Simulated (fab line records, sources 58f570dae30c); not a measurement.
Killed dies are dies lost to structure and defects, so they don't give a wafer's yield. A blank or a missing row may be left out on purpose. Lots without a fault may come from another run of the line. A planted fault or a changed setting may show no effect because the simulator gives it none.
Chamber matching | flow berkeley_cmos170 | UCB170_PWELL_ETCH_14 on rie_diel-02: 4 sister chambers
The step etches Si3N4 in CH3F/Ar/O2, stops on SiO2, target depth 242 nm, time 151 s. 4 wafers are shown with their chamber, then 7 later ones without.

WAFERS WITH THEIR CHAMBER
wafer  | chamber | drypump_motor_current_A (A)
L623.2 | 2       | 5.4
L624.2 | 3       | 6.3
L625.6 | 1       | 6.2
L628.5 | 0       | 5.9

WAFERS WITHOUT THEIR CHAMBER
wafer  | drypump_motor_current_A (A)
L628.6 | 5.3
L633.1 | 6.2
L633.5 | 6.3
L633.6 | 5.4
L638.1 | 5.9
L638.2 | 6.2
L638.5 | 6.4

WHICH CHAMBER EACH WENT THROUGH
wafer  | from the rows above     | in truth
L628.6 | 2                       | 2
L633.1 | can't be placed: 1 or 3 | 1
L633.5 | can't be placed: 3 or 1 | 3
L633.6 | 2                       | 2
L638.1 | 0                       | 0
L638.2 | can't be placed: 1 or 3 | 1
L638.5 | can't be placed: 3 or 1 | 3
Placed correctly: 3 of 7. Can't be placed from these rows: 4 (the true chamber is among the candidates in 4). Placed wrongly: 0.
How it was worked out, from the rows above alone: a wafer's distance from a chamber is the root of the sum, over the readings, of the square of ((its reading less the chamber's mean) divided by the reading's scatter). The wafer belongs to the nearest chamber; if the next one is less than 2 further off, it can't be placed. A chamber's mean is the mean of its shown wafers. The scatter: with one shown wafer a chamber, the root of the mean of the squares of how far each hidden wafer lies from its nearest shown one.
